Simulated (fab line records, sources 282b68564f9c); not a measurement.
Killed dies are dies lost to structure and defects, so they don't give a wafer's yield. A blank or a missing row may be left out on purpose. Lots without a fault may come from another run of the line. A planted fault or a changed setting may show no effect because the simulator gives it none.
fab line records | flow rit_cmos
record lots=7 wafers=21 last_day=7
route steps=202 shown GATE@94 REOX@98 NLDD@103 M1@202
lots that met no fault: from a run of the same line without faults
start_h: hours from the record's first day to the start of the lot's first wafer shown | wait_h: hours since the lot's step before | " the same as in the row above | L1.1+2: a row that stands for several wafers | - no value, or no start given | * or withheld: withheld | < > ~ a bound
route shown NAME@n: a module of which the file shows steps, and the number in the route of the first | usual: mean/standard deviation of fault-free wafers | same: alike in all rows | chamber/n: place in a boat | sites: the reading at each site | _std_site: their standard deviation | _edge_site: outer sites' mean less inner sites' | radius_mm: how far each site lies from the wafer's centre | mask NAME#n: copy n | behind: the tool/chamber that last shaped the wafer | hold: why the lot was held/for how many hours/how that ended | device: the transistor (n, p or np) that didn't switch | end of line: the same wafers' tests at the end of the route | a step without rows: its recipe alone | killed: dies lost to structure and defects at the first sort, not the wafer's yield | map: a wafer's dies, x killed, . not, _ none there
set.NAME: the setting as run; set.NAME@STEP: as run at that earlier step | model.NAME: the simulator's own value behind a step, which no gauge read
lots at some steps of the route; a table a step, a row a wafer
services: from which hour (start_h, from the record's first day; less than 0 if before it) a tool's chamber was out of use, for how many hours, and why
## steps
# step RIT_GATE_HARDBAKE_18
# recipe resist=NOVOLAK temp_c=140 time_s=60
# step RIT_GATE_ETCH_19
# recipe chemistry=SF6/CHF3/O2 time_s=165 SF6_flow_sccm=30 CHF3_flow_sccm=30 O2_flow_sccm=5 target=poly-Si pressure_mtorr=40 rf_w=160 target_depth_a=3125 over_etch_frac=0.25 stop_on=SiO2
# usual CHF3_flow_sccm=30.00/0.093 O2_flow_sccm=5.001/0.015 SF6_flow_sccm=29.99/0.088 drypump_motor_current_A=5.67/0.26 oes_product_au=0.849/0.015 throttle_valve_pct=10.27/0.23
# same over_etch_frac=0.25
# columns lot.wafer tool chamber start_h wait_h CHF3_flow_sccm O2_flow_sccm SF6_flow_sccm drypump_motor_current_A oes_product_au rf_hours_counter_h throttle_valve_pct
L559.2 rie_si-02 3 49.17 0.1 30.10 4.991 29.93 5.53 0.860 45 10.56
L559.4 " 1 " " 30.05 5.006 29.91 6.01 0.818 2 10.02
L559.5 " 1 " " 30.05 5.011 30.05 5.98 0.825 - 10.02
L563.1 rie_si-02 3 68.48 0.1 29.87 4.996 30.09 5.52 0.857 45 10.58
L563.3 " 2 " " 29.94 5.010 30.01 5.31 0.858 159 10.07
L563.6 " 0 " " 29.92 5.026 29.91 5.50 0.855 - 10.55
L573.2 rie_si-02 1 121.12 0.1 29.98 4.990 29.88 6.01 0.816 3 10.02
L573.3 " 3 " " 29.96 4.975 30.11 5.54 0.855 45 10.57
L573.6 " 1 " " 30.04 5.020 29.81 5.99 0.811 - 10.02
L574.2 rie_si-01 1 128.06 0.1 29.92 4.990 30.20 6.13 0.841 127 10.54
L574.3 " 2 " " 30.08 5.006 29.92 5.41 0.864 138 10.00
L574.5 " 2 " " 29.93 5.013 29.96 5.47 0.857 - 9.97
L575.1 rie_si-02 0 130.51 0.1 29.94 5.009 29.98 5.52 0.860 78 10.52
L575.2 " 2 " " 29.86 5.010 30.08 5.26 0.826 0 10.07
L575.6 " 1 " " 30.00 5.020 30.04 5.99 0.812 - 10.02
L579.1 rie_si-02 3 148.35 0.1 29.98 5.001 29.97 5.53 0.859 46 10.57
L579.4 " 2 " " 30.00 4.999 29.98 5.31 0.835 0 10.06
L579.6 " 2 " " 29.98 4.992 29.93 5.32 0.839 - 10.05
L580.1 rie_si-01 1 157.56 0.1 30.11 4.986 29.92 6.16 0.847 127 10.54
L580.3 " 2 " " 30.12 4.980 29.96 5.41 0.863 138 10.00
L580.4 " 3 " " 30.10 5.018 29.97 5.59 0.849 79 10.28
# step RIT_GATE_STRIP_20
# recipe chemistry=O2 time_s=180 resist=NOVOLAK platen_temp_c=withheld power_w=500 pressure_mtorr=4000 o2_flow_sccm=4000
# usual drypump_motor_current_A=5.9/0.35
# columns lot.wafer tool chamber start_h wait_h drypump_motor_current_A rf_hours_counter_h
L559.2 plasma_asher-03 1 49.28 0.1 5.7 42
L559.4 " 1 " " 5.7 -
L559.5 " 1 " " 5.7 -
L563.1 plasma_asher-01 1 68.59 0.1 6.4 40
L563.3 " 1 " " 6.4 -
L563.6 " 0 " " 5.8 -
L573.2 plasma_asher-03 1 121.23 0.1 5.7 50
L573.3 " 0 " " 6.4 -
L573.6 " 0 " " 6.4 -
L574.2 plasma_asher-01 0 128.17 0.1 5.8 46
L574.3 " 0 " " 5.8 -
L574.5 " 1 " " 6.4 -
L575.1 plasma_asher-01 1 130.62 0.1 6.4 47
L575.2 " 0 " " 5.8 47
L575.6 " 1 " " 6.4 -
L579.1 plasma_asher-02 1 148.46 0.1 5.5 38
L579.4 " 1 " " 5.5 -
L579.6 " 0 " " 5.6 -
L580.1 plasma_asher-03 1 157.67 0.1 5.7 54
L580.3 " 1 " " 5.7 -
L580.4 " 0 " " 6.4 -
# step RIT_GATE_CD_MEAS_90
# recipe target_cd_nm=150
# usual cd_nm=150.2/2.4
# columns lot.wafer tool chamber start_h wait_h cd_nm
L559.2 cd_sem-02 - 49.48 0.1 150.3
L559.4 " - " " 150.6
L559.5 " - " " 150.6
L563.1 cd_sem-01 - 68.76 0.1 150.7
L563.3 " - " " 152.3
L563.6 " - " " 151.9
L573.2 cd_sem-02 - 121.43 0.1 151.9
L573.3 " - " " 153.2
L573.6 " - " " 152.5
L574.2 cd_sem-01 - 128.36 0.1 154.3
L574.3 " - " " 151.4
L574.5 " - " " 150.5
L575.1 cd_sem-01 - 130.80 0.1 150.2
L575.2 " - " " 150.1
L575.6 " - " " 147.7
L579.1 cd_sem-02 - 148.64 0.1 153.2
L579.4 " - " " 152.8
L579.6 " - " " 153.4
L580.1 cd_sem-02 - 157.85 0.1 153.5
L580.3 " - " " 151.6
L580.4 " - " " 152.0
# step RIT_REOX_CLEAN_00
# recipe chemistry=SC1 mix=3:3:50 time_s=610 temp_c=75
# step RIT_REOX_CLEAN_01
# recipe chemistry=dHF dilution=50:1 time_s=30
# step RIT_REOX_CLEAN_02
# recipe chemistry=SC2 mix=3:3:50 time_s=600 temp_c=75 dry=n2_spin
# step RIT_REOX_OXIDATION_03
# recipe temp_c=900 ambient=O2 target_thk_a=252 ox_time_s=5580
# step RIT_REOX_THK_MEAS_04
# recipe reads=SiO2_of_REOX_OXIDATION_03
# usual REOX_OXIDE_THK=25.3/0.44
# columns lot.wafer tool chamber start_h wait_h REOX_OXIDE_THK[nm]
L559.2 film_metro-04 - 52.85 0.0 25.3
L559.4 " - " " 25.0
L559.5 " - " " 25.1
L563.1 film_metro-01 - 72.87 0.0 25.6
L563.3 " - " " 25.8
L563.6 " - " " 25.9
L573.2 film_metro-01 - 126.28 0.0 25.2
L573.3 " - " " 24.9
L573.6 " - " " 25.0
L574.2 film_metro-04 - 131.39 0.0 24.6
L574.3 " - " " 24.7
L574.5 " - " " 25.4
L575.1 film_metro-02 - 133.93 0.0 25.8
L575.2 " - " " 25.8
L575.6 " - " " 25.8
L579.1 film_metro-01 - 153.39 0.0 26.0
L579.4 " - " " 25.8
L579.6 " - " " 25.8
L580.1 film_metro-01 - 160.94 0.0 25.8
L580.3 " - " " 26.2
L580.4 " - " " 25.9
# step RIT_NLDD_HMDS_00
# recipe prime_time_s=60 prime_temp_c=140
# step RIT_NLDD_COAT_01
# recipe resist=NOVOLAK spin_rpm=3250 resist_thk_nm=1000
# step RIT_NLDD_SOFTBAKE_02
# recipe resist=NOVOLAK temp_c=90 time_s=60
# step RIT_NLDD_EXPOSE_03
# recipe mask_id=M7 na=0.57 target_cd_nm=40700 dose_mj=250
# usual focus_offset_nm=-0.1/0.53
# columns lot.wafer tool chamber start_h wait_h mask focus_offset_nm model.NLDD.overlay_x_nm
L559.2 iline_stepper-02 0 53.61 0.4 M7#0 0.5 0.02906
L559.4 " 0 " " M7#0 0.0 0.02906
L559.5 " 0 " " M7#0 0.5 0.02906
L563.1 iline_stepper-01 0 73.42 0.1 M7#0 -0.4 0.1975
L563.3 " 0 " " M7#0 0.0 0.1975
L563.6 " 0 " " M7#0 -0.3 0.1975
L573.2 iline_stepper-02 0 126.92 0.2 M7#0 -0.6 1.015
L573.3 " 0 " " M7#0 0.6 1.015
L573.6 " 0 " " M7#0 0.2 1.015
L574.2 iline_stepper-01 0 132.03 0.2 M7#0 -0.8 -180.1
L574.3 " 0 " " M7#0 -0.8 -180.1
L574.5 " 0 " " M7#0 -1.2 -180.1
L575.1 iline_stepper-01 0 134.44 0.1 M7#0 -0.7 -180.9
L575.2 " 0 " " M7#0 0.1 -180.9
L575.6 " 0 " " M7#0 -1.6 -180.9
L579.1 iline_stepper-01 0 154.03 0.2 M7#0 1.4 -180.4
L579.4 " 0 " " M7#0 0.0 -180.4
L579.6 " 0 " " M7#0 0.6 -180.4
L580.1 iline_stepper-02 0 161.58 0.2 M7#0 -0.7 0.1127
L580.3 " 0 " " M7#0 -0.7 0.1127
L580.4 " 0 " " M7#0 0.1 0.1127
# step RIT_NLDD_PEB_04
# recipe resist=NOVOLAK temp_c=withheld time_s=withheld
# step RIT_NLDD_DEVELOP_05
# recipe resist=NOVOLAK develop_time_s=50 dev_temp_c=23
# step RIT_NLDD_OVL_MEAS_06
# usual NLDD_OVL=0.4/1.2
# columns lot.wafer tool chamber start_h wait_h NLDD_OVL[nm]
L559.2 overlay-01 - 54.00 - -0.1
L559.4 " - " " 2.0
L559.5 " - " " 0.8
L563.1 overlay-02 - 73.85 - 1.1
L563.3 " - " " -0.2
L563.6 " - " " 0.6
L573.2 overlay-01 - 127.31 - -0.2
L573.3 " - " " 1.7
L573.6 " - " " 1.1
L574.2 overlay-01 - 132.42 - -179.1
L574.3 " - " " -178.8
L574.5 " - " " -179.8
L575.1 overlay-01 - 134.84 - -178.7
L575.2 " - " " -180.6
L575.6 " - " " -180.4
L579.1 overlay-02 - 154.43 - -182.2
L579.4 " - " " -179.8
L579.6 " - " " -179.8
L580.1 overlay-01 - 161.98 - -0.3
L580.3 " - " " 3.1
L580.4 " - " " 0.8
# step RIT_NLDD_HARDBAKE_07
# recipe resist=NOVOLAK temp_c=140 time_s=60
# step RIT_M1_PROBE_99
# usual killed_at_contacts=0.1/0.25 killed_at_front_end=6.3/2.9 killed_dies=6.4/2.8 killed_open=3.3/2 killed_short=3.1/2
# same gross_dies=264 killed_at_M0_to_M3=0 killed_at_M4_up=0 killed_at_back_side=0 killed_at_other=0
# columns lot.wafer tool chamber start_h wait_h killed_at_contacts killed_at_front_end killed_dies killed_open killed_short model.etest.nldd.width_nm
L559.2 prober-01 - 69.34 0.1 0 6 6 4 2 3161
L559.4 prober-01 - 69.44 0.2 0 3 3 3 0 3161
L559.5 prober-01 - 69.49 0.2 0 3 3 2 1 3167
L563.1 prober-01 - 89.19 0.1 0 7 7 3 4 3176
L563.3 prober-01 - 89.29 0.2 0 7 7 3 4 3169
L563.6 prober-01 - 89.44 0.2 0 10 10 5 5 3150
L573.2 prober-02 - 142.95 0.1 0 6 6 5 1 3186
L573.3 prober-02 - 143.00 0.2 0 6 6 4 2 3192
L573.6 prober-02 - 143.15 0.2 0 11 11 6 5 3190
L574.2 prober-01 - 148.02 0.1 0 0 0 0 0 3086
L574.3 prober-01 - 148.07 0.2 0 5 5 3 2 3083
L574.5 prober-01 - 148.17 0.2 0 8 8 3 5 3074
L575.1 prober-02 - 150.47 0.1 0 10 10 7 3 3064
L575.2 prober-02 - 150.52 0.1 1 5 6 2 4 3087
L575.6 prober-02 - 150.72 0.2 0 12 12 7 5 3077
L579.1 prober-02 - 170.25 0.1 0 10 10 7 3 3082
L579.4 prober-02 - 170.40 0.2 0 11 11 5 6 3066
L579.6 prober-02 - 170.50 0.2 0 4 4 2 2 3090
L580.1 prober-01 - 177.79 0.1 0 11 11 4 7 3155
L580.3 prober-01 - 177.89 0.2 0 5 5 4 1 3179
L580.4 prober-01 - 177.94 0.2 0 8 8 5 3 3160
# killed by level:class
L559.2 REOX:geometric_particle:open=2 GATE:geometric_particle:open=1 GATE:geometric_particle:short=1 REOX:geometric_particle:short=1 SPACER:geometric_particle:open=1
L559.4 GATE:geometric_particle:open=3
L559.5 FOX1:geometric_particle:open=1 GATE:geometric_particle:short=1 REOX:geometric_particle:open=1
L563.1 FOX1:geometric_particle:short=2 FOX1:geometric_particle:open=1 GATE:geometric_particle:open=1 REOX:geometric_particle:short=1 SILICIDE:geometric_particle:open=1 SILICIDE:geometric_particle:short=1
L563.3 REOX:geometric_particle:short=2 ACTIVE:geometric_particle:short=1 FOX2:geometric_particle:open=1 GATE:geometric_particle:open=1 SILICIDE:geometric_particle:short=1 SILICIDE:geometric_particle:open=1
L563.6 GATE:geometric_particle:short=3 SPACER:geometric_particle:open=2 FOX2:geometric_particle:open=1 FOX2:geometric_particle:short=1 GATE:geometric_particle:open=1 SPACER:geometric_particle:short=1 SILICIDE:geometric_particle:open=1
L573.2 GATE:geometric_particle:open=2 SILICIDE:geometric_particle:open=2 GATE:geometric_particle:short=1 REOX:geometric_particle:open=1
L573.3 GATE:geometric_particle:open=2 REOX:geometric_particle:open=1 REOX:geometric_particle:short=1 SPACER:geometric_particle:short=1 SILICIDE:geometric_particle:open=1
L573.6 FOX1:geometric_particle:open=3 GATE:geometric_particle:open=2 GATE:geometric_particle:short=2 FOX1:geometric_particle:short=1 REOX:geometric_particle:short=1 SPACER:geometric_particle:short=1 SPACER:geometric_particle:open=1
L574.2
L574.3 SPACER:geometric_particle:open=2 FOX1:geometric_particle:open=1 GATE:geometric_particle:short=1 SPACER:geometric_particle:short=1
L574.5 SPACER:geometric_particle:short=2 FOX2:geometric_particle:open=1 FOX2:geometric_particle:short=1 GATE:geometric_particle:open=1 GATE:geometric_particle:short=1 REOX:geometric_particle:short=1 SPACER:geometric_particle:open=1
L575.1 GATE:geometric_particle:open=4 GATE:geometric_particle:short=2 FOX1:geometric_particle:short=1 FOX1:geometric_particle:open=1 REOX:geometric_particle:open=1 SPACER:geometric_particle:open=1
L575.2 SILICIDE:geometric_particle:short=2 FOX1:geometric_particle:short=1 REOX:geometric_particle:short=1 REOX:geometric_particle:open=1 CONTACT:geometric_particle:open=1
L575.6 GATE:geometric_particle:short=4 GATE:geometric_particle:open=4 FOX1:geometric_particle:short=1 FOX2:geometric_particle:open=1 SPACER:geometric_particle:open=1 SILICIDE:geometric_particle:open=1
L579.1 FOX1:geometric_particle:open=2 SILICIDE:geometric_particle:open=2 FOX1:geometric_particle:short=1 FOX2:geometric_particle:open=1 GATE:geometric_particle:short=1 GATE:geometric_particle:open=1 REOX:geometric_particle:short=1 REOX:geometric_particle:open=1
L579.4 FOX1:geometric_particle:short=4 GATE:geometric_particle:open=2 REOX:geometric_particle:open=2 GATE:geometric_particle:short=1 REOX:geometric_particle:short=1 SPACER:geometric_particle:open=1
L579.6 REOX:geometric_particle:open=2 SILICIDE:geometric_particle:short=2
L580.1 GATE:geometric_particle:short=3 SPACER:geometric_particle:short=3 GATE:geometric_particle:open=2 FOX1:geometric_particle:short=1 REOX:geometric_particle:open=1 SILICIDE:geometric_particle:open=1
L580.3 GATE:geometric_particle:open=3 SPACER:geometric_particle:open=1 SILICIDE:geometric_particle:short=1
L580.4 FOX2:geometric_particle:open=2 SILICIDE:geometric_particle:open=2 FOX1:geometric_particle:short=1 FOX2:geometric_particle:short=1 GATE:geometric_particle:open=1 GATE:geometric_particle:short=1
## services
# columns tool chamber start_h hours kind
rie_si-02 - 27.94 2.8 pm
plasma_asher-03 - 32.03 0.3 repair
iline_stepper-02 - 49.13 1.7 pm
rie_si-02 - 49.94 15.6 pm
plasma_asher-03 - 59.40 2.3 repair
rie_si-02 2 69.10 - clean
rie_si-02 2 69.10 16.5 scheduled_down
rie_si-02 2 69.10 16.5 vent_cycle
rie_si-02 1 72.02 9.0 repair
iline_stepper-02 0 81.90 - calibration
iline_stepper-02 - 85.59 2.3 repair
iline_stepper-01 0 131.86 - calibration
rie_si-01 1 139.11 3.5 repair
rie_si-01 1 158.58 12.4 repair
## key
first_sign step=RIT_NLDD_OVL_MEAS_06 reading=NLDD_OVL direction=down sigmas=99+ usual=0.4 struck=-179.9
effect none on later readings
model_effect step=RIT_NLDD_EXPOSE_03 value=NLDD.overlay_x_nm without=-0.4811 struck=-180.5
model_effect step=RIT_M1_PROBE_99 value=etest.nldd.width_nm without=3172 struck=3079
met_at RIT_NLDD_EXPOSE_03
struck_wafers L574.2,L574.3,L574.5,L575.1,L575.2,L575.6,L579.1,L579.4,L579.6
tester_left_out L574,L575,L579
onset_between 73.42 132.03
fault kind=scanner_matching_overlay tool=iline_stepper-01 chamber=- onset_h=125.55 steps=RIT_NLDD_EXPOSE_03 offset=-180
# tester_left_out: of these lots the tester's yield and bins aren't shown, on N5 and GAA mostly nor the transistor test; their killed dies are dies lost to structure and defects alone, not to doping, threshold or leakage, so they don't give the yield
